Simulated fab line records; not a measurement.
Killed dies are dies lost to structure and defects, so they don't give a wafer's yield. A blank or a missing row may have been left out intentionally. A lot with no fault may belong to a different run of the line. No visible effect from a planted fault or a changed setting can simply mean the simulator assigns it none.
Which of the tools did it? :: flow berkeley cmos170 :: 42 wafers from 14 lots sampled at 2 of the route's 331 steps

## WHAT THE GAUGES READ, wafer by wafer
UCB170_NWELL_TW_MEAS_16. Usual: NWELL_TW typically reads 1254, with standard deviation 12.
lot: L574
measured: day 2 11:08
on: film metro-02
NWELL_TW: 1247 1243 1240
flag: 

lot: L575
measured: day 2 19:14
on: film metro-04
NWELL_TW: 1272 1268 1269
flag: 

lot: L576
measured: day 2 19:31
on: film metro-02
NWELL_TW: 1248 1236 1241
flag: 

lot: L577
measured: day 3 06:44
on: film metro-02
NWELL_TW: 1242 1249 1244
flag: 

lot: L579
measured: day 3 21:13
on: film metro-04
NWELL_TW: 1275 1264 1273
flag: 

lot: L578
measured: day 3 21:33
on: film metro-02
NWELL_TW: 1250 1244 1238
flag: 

lot: L583
measured: day 4 15:31
on: film metro-01
NWELL_TW: 1260 1260 1264
flag: 

lot: L582
measured: day 4 15:47
on: film metro-04
NWELL_TW: 1167 1165 1169
flag: OFF

lot: L585
measured: day 4 18:23
on: film metro-02
NWELL_TW: 1146 1142 1141
flag: OFF

lot: L590
measured: day 5 23:44
on: film metro-01
NWELL_TW: 1267 1258 1265
flag: 

lot: L592
measured: day 6 03:37
on: film metro-02
NWELL_TW: 1242 1245 1243
flag: 

lot: L594
measured: day 6 18:38
on: film metro-01
NWELL_TW: 1264 1271 1257
flag: 

lot: L596
measured: day 7 07:55
on: film metro-02
NWELL_TW: 1255 1247 1240
flag: 

lot: L597
measured: day 7 11:49
on: film metro-01
NWELL_TW: 1253 1253 1259
flag: 

## TOOL THAT RAN EACH LOT (tool first, then ch and the chambers of the sampled wafers, then the start)
lot: L574
UCB170_NWELL_IMPLANT_14: implanter-02 ch 0, day 2 10:50

lot: L575
UCB170_NWELL_IMPLANT_14: implanter-01 ch 0, day 2 19:00

lot: L576
UCB170_NWELL_IMPLANT_14: implanter-03 ch 0, day 2 19:17

lot: L577
UCB170_NWELL_IMPLANT_14: implanter-02 ch 0, day 3 06:29

lot: L579
UCB170_NWELL_IMPLANT_14: implanter-03 ch 0, day 3 20:58

lot: L578
UCB170_NWELL_IMPLANT_14: implanter-02 ch 0, day 3 21:19

lot: L583
UCB170_NWELL_IMPLANT_14: implanter-02 ch 0, day 4 15:16

lot: L582
UCB170_NWELL_IMPLANT_14: implanter-03 ch 0, day 4 15:33

lot: L585
UCB170_NWELL_IMPLANT_14: implanter-03 ch 0, day 4 18:10

lot: L590
UCB170_NWELL_IMPLANT_14: implanter-01 ch 0, day 5 23:29

lot: L592
UCB170_NWELL_IMPLANT_14: implanter-01 ch 0, day 6 03:22

lot: L594
UCB170_NWELL_IMPLANT_14: implanter-02 ch 0, day 6 18:25

lot: L596
UCB170_NWELL_IMPLANT_14: implanter-02 ch 0, day 7 07:41

lot: L597
UCB170_NWELL_IMPLANT_14: implanter-01 ch 0, day 7 11:35
- UCB170_NWELL_IMPLANT_14

## WHAT THE TOOLS THEMSELVES READ (means of the sampled wafers that have a number; where no wafer has one, the mark that the record gives instead)
UCB170_NWELL_IMPLANT_14. Usual: beam on s 10.01 s, standard deviation 0.2; faraday current uA 31.7, standard deviation 0.61.
lot: L574
tool: implanter-02
beam on s (s): 9.94
faraday current uA: 31.9
flag: 

lot: L575
tool: implanter-01
beam on s (s): 10.19
faraday current uA: 31.3
flag: 

lot: L576
tool: implanter-03
beam on s (s): 9.94
faraday current uA: 31.9
flag: 

lot: L577
tool: implanter-02
beam on s (s): 9.98
faraday current uA: 31.8
flag: 

lot: L579
tool: implanter-03
beam on s (s): 9.86
faraday current uA: 32.2
flag: 

lot: L578
tool: implanter-02
beam on s (s): 10.21
faraday current uA: 31.0
flag: 

lot: L583
tool: implanter-02
beam on s (s): 10.04
faraday current uA: 31.6
flag: 

lot: L582
tool: implanter-03
beam on s (s): 7.60
faraday current uA: 41.7
flag: OFF

lot: L585
tool: implanter-03
beam on s (s): 7.50
faraday current uA: 42.2
flag: OFF

lot: L590
tool: implanter-01
beam on s (s): 10.16
faraday current uA: 31.2
flag: 

lot: L592
tool: implanter-01
beam on s (s): 9.99
faraday current uA: 31.8
flag: 

lot: L594
tool: implanter-02
beam on s (s): 10.05
faraday current uA: 31.6
flag: 

lot: L596
tool: implanter-02
beam on s (s): 10.11
faraday current uA: 31.3
flag: 

lot: L597
tool: implanter-01
beam on s (s): 9.84
faraday current uA: 32.2
flag: 

## THE ANSWER, worked out from the rows above alone
Rule: a lot counts as off when the mean over its wafers that have a number is more than 3 standard deviations away from the usual mean. A lot without any number at a reading at which 4 lots or more have one is off too. The other lots that the step has rows for count as sound. The gauges are gone through in route order, then the tools' own readings, and for those a lot's mean is taken as printed above. The first step at which some lot is off is used, and at that step the reading that is off furthest; a lot without a number counts as furthest.
Off: at UCB170_NWELL_TW_MEAS_16 (NWELL_TW), L582, L585.
If a tool, at a process step before that reading, ran all the lots that are off and no sound lot after the first of them, it fits. The gauges at UCB170_NWELL_TW_MEAS_16 aren't tried: what is off there is off at UCB170_NWELL_IMPLANT_14 too, on other tools, and a gauge's error can't cause that. One fits: implanter-03 at UCB170_NWELL_IMPLANT_14. A fault onset in the window from L579 (day 3 20:58, its last sound lot) to L582 (day 4 15:33, its first lot off) fits.
The tool's own readings at UCB170_NWELL_IMPLANT_14 bear it out: on the lots that are off they differ by more than 5 times the standard deviation of the sound lots' means. beam on s reads 7.55 s there against 10.03 s on the sound lots; faraday current uA reads 42.0 there against 31.7 on the sound lots.

## WHAT THE SIMULATOR HAD INSERTED
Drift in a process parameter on implanter-03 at UCB170_NWELL_IMPLANT_14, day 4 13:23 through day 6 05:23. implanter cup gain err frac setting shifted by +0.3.
Struck lots among those shown: L582, L585. The rule above reached the same finding.
